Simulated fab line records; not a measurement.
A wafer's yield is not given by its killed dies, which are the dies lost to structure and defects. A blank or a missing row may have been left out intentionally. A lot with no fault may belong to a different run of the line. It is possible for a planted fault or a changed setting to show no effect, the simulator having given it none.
One fault through the eyes of 2 desks | flow rit_cmos | every desk sees just its own numbers, and what lay behind them comes last

== AT THE TOOL OWNER'S DESK: litho_track-02 ==
Per lot that ran on this tool, the mean of the sampled wafers carrying a number, from the tool's own readings at RIT_PWELL_SOFTBAKE_02 (time 60 s). Any lot whose mean is over 4 standard deviations away from the usual mean is out of limits and marked OUT; that distance is given in the brackets.
Columns: A = heater_power_total_W at RIT_PWELL_SOFTBAKE_02, usual 34.56 W; B = plate_temp_C at RIT_PWELL_SOFTBAKE_02, usual 89.95 C
lot  | first seen here | A               | B
L665 | day 3 06:03     | 34.57           | 89.99
L672 | day 4 15:55     | 38.46 (+89) OUT | 97.14 (+55) OUT
L673 | day 4 20:40     | 38.46 (+89) OUT | 97.22 (+56) OUT
L674 | day 5 03:52     | 38.51 (+90) OUT | 97.13 (+55) OUT
This desk's verdict: out of limits on L672, L673, L674, starting with L672 at day 4 15:55 (heater_power_total_W at RIT_PWELL_SOFTBAKE_02). L665 stayed within limits.

== FROM THE METROLOGY DESK ==
What the gauges read, lot by lot, whatever tool the lot ran on: means of the sampled wafers that have a number. Any lot whose mean is over 4 standard deviations away from the usual mean is out of limits and marked OUT; that distance is given in the brackets.
Columns: A = NWELL_OVL at RIT_NWELL_OVL_MEAS_06, usual 0.4 nm; B = NWELL_TW at RIT_NWELL_TW_MEAS_10, usual 2148; C = PWELL_OVL at RIT_PWELL_OVL_MEAS_06, usual 0.2 nm
lot  | first seen here | A    | B    | C
L664 | day 3 00:34     | -0.4 | 2154 | -1.8
L665 | day 3 05:05     | 0.4  | 2152 | 0.9
L671 | day 4 09:42     | -1.2 | 2157 | 0.5
L672 | day 4 14:50     | 0.8  | 2135 | 0.9
L673 | day 4 19:42     | -1.3 | 2137 | 2.9
L674 | day 5 02:54     | -1.2 | 2171 | 0.8
L680 | day 6 06:10     | 0.6  | 2156 | -0.4
This desk's verdict: no lot among the 7 shows anything out of limits.

== ALL TOGETHER ==
An alarm could have come from the tool owner's desk at day 4 15:55, on L672, L673, L674.
Nothing out of limits was seen by the metrology desk.
The metrology desk has L672, L673, L674 on record, within its limits.
Of the lots named, all ran RIT_PWELL_SOFTBAKE_02 on litho_track-02.

== WHAT THE SIMULATOR PUT IN ==
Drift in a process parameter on litho_track-02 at RIT_PWELL_SOFTBAKE_02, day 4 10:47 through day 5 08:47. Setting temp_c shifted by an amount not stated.
Shown lots that were struck: L672, L673, L674.
Time in hours from fault onset to the first out-of-limits reading at each desk: the tool owner's desk, 5.
